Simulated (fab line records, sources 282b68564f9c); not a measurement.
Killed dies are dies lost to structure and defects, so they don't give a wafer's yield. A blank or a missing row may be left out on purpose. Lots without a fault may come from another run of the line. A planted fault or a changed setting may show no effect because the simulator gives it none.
Which tool did it? | flow rit_cmos | 7 lots, 21 wafers sampled, at 2 steps of a route of 202

WHAT THE GAUGES READ, wafer by wafer
RIT_NWELL_TW_MEAS_10.
lot  | measured    | on            | NWELL_TW
L985 | day 2 04:22 | film_metro-03 | 2147 2144 2157
L987 | day 2 13:23 | film_metro-04 | 2175 2162 2163
L991 | day 3 09:34 | film_metro-01 | 2162 2171 2172
L994 | day 3 22:46 | film_metro-03 | 2166 2165 2155
L998 | day 4 19:19 | film_metro-01 | 2149 2137 2141
L100 | day 5 06:37 | film_metro-03 | 2141 2140 2152
L106 | day 6 13:40 | film_metro-01 | 2153 2150 2164

WHICH TOOL RAN EACH LOT (tool, then ch and the chambers of the sampled wafers, then the start)
lot  | RIT_NWELL_IMPLANT_08
L985 | implanter-03 ch 0, day 2 04:04
L987 | implanter-01 ch 0, day 2 13:04
L991 | implanter-01 ch 0, day 3 09:15
L994 | implanter-03 ch 0, day 3 22:27
L998 | implanter-04 ch 0, day 4 19:01
L100 | implanter-04 ch 0, day 5 06:20
L106 | implanter-03 ch 0, day 6 13:20
- RIT_NWELL_IMPLANT_08

THE ANSWER, worked out from the rows above alone
Rule: what is usual is taken from the lots themselves. Put in order of their means at a reading, lots are off if they are a third of the lots or fewer, leave a main group of 4 or more, and stand apart from it by a gap of 3 or more times the standard deviation of the main group's means; of several such gaps the widest counts. A main group whose means are all the same, to the digits that the tables above print for the reading, isn't used. A lot without any number at a reading at which 4 lots or more have one is off too. The other lots that the step has rows for count as sound.
No lot is off at any reading shown: from this, nothing can be told.

WHAT THE SIMULATOR HAD PUT IN
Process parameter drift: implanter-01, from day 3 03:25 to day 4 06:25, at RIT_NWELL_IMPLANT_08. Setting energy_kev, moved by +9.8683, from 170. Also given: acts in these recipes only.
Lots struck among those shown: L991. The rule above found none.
